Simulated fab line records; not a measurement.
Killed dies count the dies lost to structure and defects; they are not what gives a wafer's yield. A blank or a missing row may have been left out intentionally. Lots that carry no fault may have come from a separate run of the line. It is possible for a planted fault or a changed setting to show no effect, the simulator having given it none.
What tool caused it?    flow rit_cmos    12 lots with 36 wafers sampled at 3 steps, on a route of 202 steps

## WHAT THE GAUGES READ, wafer by wafer
RIT_M1_RS_MEAS_01: a four-point-probe measurement.
lot   measured     on             M1_AL_RS (ohm/sq)
L179  day 3 07:07  film_metro-02  0.0701 0.0707 0.0706
L180  day 3 10:10  film_metro-04  0.0706 0.0709 0.0717
L181  day 3 14:27  film_metro-02  0.0706 0.0707 0.0712
L182  day 3 21:51  film_metro-04  0.0712 0.0706 0.0714
L187  day 5 03:42  film_metro-01  0.0528 0.0527 0.0526
L189  day 5 11:50  film_metro-01  0.0532 0.0532 0.0530
L192  day 5 23:43  film_metro-04  0.0716 0.0718 0.0723
L195  day 6 14:58  film_metro-02  0.0709 0.0705 0.0709
L196  day 6 21:03  film_metro-02  0.0695 0.0702 0.0699
L198  day 7 05:06  film_metro-04  0.0722 0.0713 0.0723
L200  day 7 14:11  film_metro-02  0.0714 0.0718 0.0710
L202  day 8 00:03  film_metro-04  0.0713 0.0702 0.0706

RIT_M1_THK_MEAS_02: measures by xrf.
lot   measured     on             M1_AL_THK (nm)
L179  day 3 07:14  film_metro-02  422 414 418
L180  day 3 10:17  film_metro-04  420 418 414
L181  day 3 14:33  film_metro-02  416 415 414
L182  day 3 21:58  film_metro-04  420 421 418
L187  day 5 03:49  film_metro-01  566 562 567
L189  day 5 11:57  film_metro-01  559 559 565
L192  day 5 23:50  film_metro-04  416 415 412
L195  day 6 15:05  film_metro-02  419 420 418
L196  day 6 21:10  film_metro-02  425 422 422
L198  day 7 05:13  film_metro-04  411 415 410
L200  day 7 14:19  film_metro-02  412 411 414
L202  day 8 00:10  film_metro-04  415 422 419

## TOOL THAT RAN EACH LOT (tool first, then ch and the chambers of the sampled wafers, then the start)
lot   RIT_M1_SPUTTER_00
L179  pvd_sputter-03, day 3 06:43
L180  pvd_sputter-02, day 3 09:52
L181  pvd_sputter-03, day 3 14:07
L182  pvd_sputter-02, day 3 21:33
L187  pvd_sputter-03, day 5 03:25
L189  pvd_sputter-03, day 5 11:31
L192  pvd_sputter-04, day 5 23:26
L195  pvd_sputter-02, day 6 14:41
L196  pvd_sputter-04, day 6 20:45
L198  pvd_sputter-04, day 7 04:49
L200  pvd_sputter-04, day 7 13:53
L202  pvd_sputter-04, day 7 23:46
- RIT_M1_SPUTTER_00: material Al, target thk 400 nm, time 500 s.

## WHAT THE TOOLS THEMSELVES READ (means of the sampled wafers that have a number; where no wafer has one, the mark that the record gives instead)
RIT_M1_SPUTTER_00.
lot   tool            throttle_valve_pct (%)
L179  pvd_sputter-03  30.1
L180  pvd_sputter-02  29.6
L181  pvd_sputter-03  30.2
L182  pvd_sputter-02  29.7
L187  pvd_sputter-03  30.3
L189  pvd_sputter-03  30.1
L192  pvd_sputter-04  29.2
L195  pvd_sputter-02  29.6
L196  pvd_sputter-04  29.8
L198  pvd_sputter-04  30.1
L200  pvd_sputter-04  29.8
L202  pvd_sputter-04  29.9

## THE ANSWER, worked out from the rows above alone
Rule: usual is defined by the lots themselves. The widest of any qualifying gaps counts: lots, ordered by their means at a reading, are off when they make up no more than a third of the lots, leave a main group of 4 or more, and stand apart from it by 3 or more times the standard deviation of that group's means. The tables above print the reading to a certain number of digits; a main group whose means all agree to those digits is not used. Also off: a lot with no number at a reading for which 4 or more lots have one. All remaining lots with rows at the step are treated as sound. After the gauges, taken in route order, come the tools' own readings; for these a lot's mean is taken, as printed above. At the first step where some lot is off, the reading lying furthest off is the one used; lots without a number count as furthest.
Off: L187, L189, at RIT_M1_RS_MEAS_01 (M1_AL_RS). Main group: mean 0.0710 ohm/sq, sd 0.0006.
If a tool, at a process step before that reading, ran all the lots that are off and no sound lot after the first of them, it fits. Those tools and the gauges at RIT_M1_RS_MEAS_01 are tried in the same way. This does not decide it: 2 tools fit, namely pvd_sputter-03 at RIT_M1_SPUTTER_00 and film_metro-01 at RIT_M1_RS_MEAS_01.

## WHAT THE SIMULATOR HAD INSERTED
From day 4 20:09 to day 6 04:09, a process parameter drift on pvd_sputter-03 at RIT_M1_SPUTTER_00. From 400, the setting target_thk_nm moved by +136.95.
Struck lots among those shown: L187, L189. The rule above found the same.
